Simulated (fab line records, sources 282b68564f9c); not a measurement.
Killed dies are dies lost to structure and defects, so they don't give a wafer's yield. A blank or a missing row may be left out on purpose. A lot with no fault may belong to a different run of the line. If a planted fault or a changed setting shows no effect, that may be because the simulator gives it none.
A lot that was struck, set against a sound lot || flow rit_cmos || 17 steps out of a route of 202
Sound: wafers L692.2, L692.3, L692.6. Wafers struck: L699.2, L699.4, L699.5. The cause is named last.
At each step with rows: each side's tool, then ch and its chambers, then its first start. Under that, the readings that differ: sound wafers || struck wafers || difference of the means || sigmas: that difference in standard deviations of wafers without a fault.
alike: same words and numbers on both sides, and readings whose means sit less than 2 such deviations apart. not compared: any withheld reading, any reading some wafer has no value for, any bound like >300 that may hide the same value, and any number with overlapping values for which the record gives no deviation.
Wherever a step has rows on one side only, a row that says differs or no value, or a row with sigmas, the two part there. Numbers that have no deviation but don't overlap get no sigmas and don't part them. A reading that every wafer of one side lacks parts them only if that side has two wafers or more.

RIT_NWELL_TW_MEAS_10:
  sound on film_metro-04 at day 3 03:59; struck on film_metro-01 at day 4 13:53
{"reading": "NWELL_TW", "sound": "2124 2116 2125", "struck": "2185 2183 2191", "difference": "+65", "sigmas": "+2"}
then, 6 steps without rows for these wafers: RIT_PWELL_HMDS_00 (prime time 60 s); RIT_PWELL_COAT_01 (resist thk 1300 nm); RIT_PWELL_SOFTBAKE_02 (time 60 s); RIT_PWELL_EXPOSE_03 (exposes mask M3, target cd 43700 nm); RIT_PWELL_PEB_04; RIT_PWELL_DEVELOP_05 (develop time 68 s).
RIT_PWELL_OVL_MEAS_06:
  sound on overlay-01 at day 3 05:07; struck on overlay-01 at day 4 14:50
  alike: PWELL_OVL
then, 2 steps without rows for these wafers: RIT_PWELL_HARDBAKE_07 (time 120 s); RIT_PWELL_IMPLANT_08.
RIT_PWELL_STRIP_09: strips in O2, time 180 s.
  sound on plasma_asher-03 ch 0,1, day 3 05:33; struck on plasma_asher-02 ch 0,1, day 4 15:16
  alike: drypump_motor_current_A
  not compared: rf_hours_counter_h
RIT_PWELL_TW_MEAS_10:
  sound on film_metro-04 at day 3 05:44; struck on film_metro-04 at day 4 15:26
  alike: PWELL_TW
RIT_WELLDRIVE_ANNEAL_00: time 14700 s.
  sound on furnace-02 ch 0, day 3 05:47; struck on furnace-03 ch 0, day 4 15:29
{"reading": "spike_tc_centre_C (C)", "sound": "1101.8 1104.1 1102.0", "struck": "1126.1 1124.6 1124.4", "difference": "+22.4", "sigmas": "+20"}
{"reading": "spike_tc_load_C (C)", "sound": "1127.3 1126.4 1126.9", "struck": "1147.6 1147.0 1146.3", "difference": "+20.1", "sigmas": "+9"}
{"reading": "spike_tc_source_C (C)", "sound": "1123.2 1121.5 1124.1", "struck": "1149.0 1147.4 1149.7", "difference": "+25.8", "sigmas": "+9"}
{"reading": "tube_center_temp_C (C)", "sound": "1100 1100 1100.1", "struck": "1122 1121.9 1122", "difference": "+22", "sigmas": "+99 or more"}
{"reading": "tube_center_temp_C_max", "sound": "1102.3 1103.0 1102.6", "struck": "1124.2 1124.1 1125.2", "difference": "+21.9", "sigmas": "+48"}
RIT_WELLDRIVE_RS_MEAS_01: measurement is done with a four-point probe.
  sound on film_metro-02 at day 3 10:53; struck on film_metro-02 at day 4 20:35
{"reading": "NWELL_RS (ohm/sq)", "sound": "275.2 274.5 275.0", "struck": "252.6 253.2 251.5", "difference": -22.5, "sigmas": -35}
RIT_WELLDRIVE_RS_MEAS_02: measurement is done with a four-point probe.
  sound on film_metro-02 at day 3 11:01; struck on film_metro-02 at day 4 20:43
{"reading": "PWELL_RS (ohm/sq)", "sound": "430.8 431.2 431.5", "struck": "406.2 406.4 407.1", "difference": -24.6, "sigmas": -21}
then, 1 step without rows for these wafers: RIT_NRETRO_HMDS_00 (prime time 60 s).
RIT_M1_PROBE_99:
  sound on prober-01 at day 4 15:37; struck on prober-01 at day 6 01:22
{"reading": "model.etest.nmos_0p3.r_on_ohm_um", "sound": "2145 2152 2187", "struck": "2046 2069 2017", "difference": -117, "sigmas": ""}
{"reading": "model.etest.nwell_pinched.rs_ohm_sq", "sound": "342.1 339.1 340.7", "struck": "295.3 300 291.9", "difference": -44.9, "sigmas": ""}
{"reading": "model.etest.pwell_pinched.rs_ohm_sq", "sound": "462.6 465.1 474.8", "struck": "429.2 432.1 434.7", "difference": -35.5, "sigmas": ""}
{"reading": "model.etest.pwell.rs_ohm_sq", "sound": "419.5 419.4 424.7", "struck": "394.9 392.9 401.4", "difference": -24.8, "sigmas": ""}
{"reading": "model.etest.nmos_turned.drive_ua_um", "sound": "335.6 334.7 332.7", "struck": "379.4 375.7 388.1", "difference": "+46.7", "sigmas": ""}
{"reading": "model.etest.nmos_0p15.drive_ua_um", "sound": "471.5 473.2 464.8", "struck": "518.5 511.8 523.1", "difference": "+48.0", "sigmas": ""}
{"reading": "model.etest.nmos_narrow.drive_ua_um", "sound": "225.3 226.5 223.5", "struck": "245 243.4 248.6", "difference": "+21", "sigmas": ""}
{"reading": "model.etest.nmos_0p3.drive_ua_um", "sound": "224.7 223.5 225", "struck": "237 239.1 243.6", "difference": "+16", "sigmas": ""}
  alike: killed_at_front_end, killed_dies, killed_open, killed_short

WHERE THEY PART
First at RIT_NWELL_TW_MEAS_10; last, within this record, at RIT_WELLDRIVE_RS_MEAS_02. Later steps at which nothing parts them and some readings are alike: RIT_M1_PROBE_99.

WHY: what the simulator had put in
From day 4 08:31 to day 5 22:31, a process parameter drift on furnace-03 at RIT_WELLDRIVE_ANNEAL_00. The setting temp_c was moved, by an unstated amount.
